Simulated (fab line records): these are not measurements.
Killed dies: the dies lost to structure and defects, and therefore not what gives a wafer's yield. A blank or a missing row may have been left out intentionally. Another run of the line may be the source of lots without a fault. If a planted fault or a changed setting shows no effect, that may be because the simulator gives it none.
Split-lot trial | flow rit_cmos | 23 wafers read from 5 lots, route of 202 steps

== THE SPLIT ==
At RIT_GATE_EXPOSE_13 (exposes mask M6, target cd 150 nm), the setting dose_mj was moved away from the recipe's 380 on 7 of the 23 wafers read, by -4.6% to +5.3%. For the rest of the wafers, this setting stayed at what the recipe calls for.

== FROM THE SPLIT TO THE READING: what the file shows between them, 6 steps ==
- RIT_GATE_PEB_14
- RIT_GATE_DEVELOP_15: develop time 50 s
- RIT_GATE_CD_MEAS_16: target cd 150 nm
- RIT_GATE_HARDBAKE_18: time 60 s
- RIT_GATE_ETCH_19: etches poly-Si in SF6/CHF3/O2, stops on SiO2, time 165 s, target depth 312.5 nm
- RIT_GATE_STRIP_20: strips in O2, time 180 s

== THE READING ==
Shown in nm: cd_nm at RIT_GATE_CD_MEAS_90, with target cd 150 nm. On this fab line, fault-free wafers typically give 148.8 nm with a standard deviation of 2.8 nm.

wafer  | tool, chamber at the split | dose_mj as run | against the recipe | cd_nm, nm | against lot-mates on the recipe
L076.1 | iline_stepper-01, 0        | 380            | recipe             | 155.8     | -
L076.2 | iline_stepper-01, 0        | 380            | recipe             | 151.7     | -
L076.3 | iline_stepper-01, 0        | 380            | recipe             | 152.7     | -
L076.4 | iline_stepper-01, 0        | 380            | recipe             | 150.8     | -
L076.6 | iline_stepper-01, 0        | 380            | recipe             | 151.5     | -
L077.1 | iline_stepper-01, 0        | 380            | recipe             | 148.4     | -
L077.2 | iline_stepper-01, 0        | 362.4          | -4.6%              | 171.7     | +24.5
L077.3 | iline_stepper-01, 0        | 380            | recipe             | 145.6     | -
L077.4 | iline_stepper-01, 0        | 362.4          | -4.6%              | 171.3     | +24.1
L077.6 | iline_stepper-01, 0        | 380            | recipe             | 147.6     | -
L078.1 | iline_stepper-02, 0        | 380            | recipe             | 147.6     | -
L078.2 | iline_stepper-02, 0        | 400.3          | +5.3%              | 119.0     | -28.4
L078.3 | iline_stepper-02, 0        | 400.3          | +5.3%              | 120.2     | -27.2
L078.5 | iline_stepper-02, 0        | 380            | recipe             | 147.6     | -
L078.6 | iline_stepper-02, 0        | 380            | recipe             | 146.9     | -
L082.2 | iline_stepper-01, 0        | 380            | recipe             | 148.0     | -
L082.3 | iline_stepper-01, 0        | 380            | recipe             | 145.9     | -
L082.4 | iline_stepper-01, 0        | 399.6          | +5.2%              | 121.4     | -25.5
L082.5 | iline_stepper-01, 0        | 399.6          | +5.2%              | 121.2     | -25.7
L082.6 | iline_stepper-01, 0        | 399.6          | +5.2%              | 124.4     | -22.5
L084.1 | iline_stepper-02, 0        | 380            | recipe             | 149.6     | -
L084.2 | iline_stepper-02, 0        | 380            | recipe             | 149.2     | -
L084.5 | iline_stepper-02, 0        | 380            | recipe             | 149.6     | -

FIT RESULTS
A straight line over all 23 wafers: cd_nm changes by -5.2 nm for each +1% of dose_mj; r = -0.99; the points scatter about the line by 2.5 nm.
The same after taking each lot's own level away (the mean of its wafers on the recipe; 23 wafers): -5.04 nm for each +1%; r = -1.00; scatter 1.3 nm.
That fit puts the effect of the largest move of dose_mj on the reading at 27 nm.
From 146.95 to 152.50 nm: that is the span of the lots' own levels, equal to 2.0 times the standard deviation above.
The two slopes are in agreement: the lot-to-lot level therefore moves the slope only a little.
Check: with one of the wafers moved furthest among these (+5.3%) left out of the fit, the line predicts -26.4 nm for it against its lot-mates. It came out at -28.4 nm against them.

== ADDITIONAL SPLITS CARRIED BY THESE WAFERS ==
Before the reading, these wafers also passed through other splits. Each is held against what the fit with the lots' levels taken away leaves over:
other split on the same wafers      | wafers away from the commonest value | r with cd_nm (lot level and that fit taken away)
RIT_ACTIVE_CVD_03 sih2cl2_flow_sccm | 15                                   | +0.15
RIT_FOX2_OXIDATION_00 temp_c        | 15                                   | -0.21
RIT_FOX2_WET_ETCH_03 time_s         | 18                                   | -0.11
RIT_NWELL_IMPLANT_08 energy_kev     | 8                                    | -0.02
RIT_PWELL_IMPLANT_08 energy_kev     | 8                                    | +0.47
RIT_NRETRO_IMPLANT_08 dose_cm2      | 5                                    | -0.28
RIT_GATE_CLEAN_04 time_s            | 15                                   | -0.29
RIT_GATE_CVD_08 temp_c              | 18                                   | -0.04

== THE WHOLE CHAIN: every reading that the file lists as answering this split, in the file's order ==
step                | what it does                                                                    | reading                                                     | change (the file's fit)              | r (the file's)
RIT_GATE_CD_MEAS_16 | target cd 150 nm                                                                | cd_nm                                                       | -5.11 nm for each +1% of the setting | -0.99
RIT_GATE_ETCH_19    | etches poly-Si in SF6/CHF3/O2, stops on SiO2, time 165 s, target depth 312.5 nm | GATE.cd_nm (the simulator's own value, which no gauge read) | -5.08 nm for each +1% of the setting | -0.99
RIT_GATE_CD_MEAS_90 | target cd 150 nm                                                                | cd_nm                                                       | -5.07 nm for each +1% of the setting | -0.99

== THE FILE'S OWN FIT ==
cd_nm changes by -5.07 nm for each +1% of dose_mj, r = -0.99.
